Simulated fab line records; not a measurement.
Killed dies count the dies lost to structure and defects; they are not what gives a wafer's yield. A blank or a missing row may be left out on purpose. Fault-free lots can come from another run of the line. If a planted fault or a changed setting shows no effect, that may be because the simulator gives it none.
Chamber matching ; flow berkeley-cmos170 ; rie-diel-03 running UCB170_M2_ETCH_17: 4 sister chambers
The step etches BARC in N2/H2. 4 wafers are shown with their chamber, then 7 later ones without.

== EACH WAFER AND ITS CHAMBER ==
wafer;chamber;throttle-valve-pct (%)
L540.5;2;13.26
L555.5;0;13.30
L556.2;3;13.42
L556.4;1;13.34

== WAFERS WHOSE CHAMBER IS MISSING ==
wafer;throttle-valve-pct (%)
L556.5;13.27
L559.4;13.34
L559.5;13.28
L559.6;13.43
L558.1;13.45
L558.3;13.27
L558.4;13.33

== EACH ONE'S CHAMBER ==
wafer;from the rows above;in truth
L556.5;can't be placed: 2 or 0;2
L559.4;1;1
L559.5;can't be placed: 2 or 0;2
L559.6;3;3
L558.1;3;3
L558.3;can't be placed: 2 or 0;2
L558.4;can't be placed: 1 or 0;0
3 of 7 placed correctly. From these rows, 4 cannot be placed; in 4 the true chamber is one of the candidates. Number placed wrongly: 0.
How it was worked out, from the rows above alone: a wafer's distance from a chamber is the root of the sum, over the readings, of the square of ((its reading less the chamber's mean) divided by the reading's scatter). The wafer belongs to the nearest chamber; if the next one is less than 2 further off, it can't be placed. Each chamber's mean is taken over the wafers shown for it. The scatter: with one shown wafer a chamber, the root of the mean of the squares of how far each hidden wafer lies from its nearest shown one.
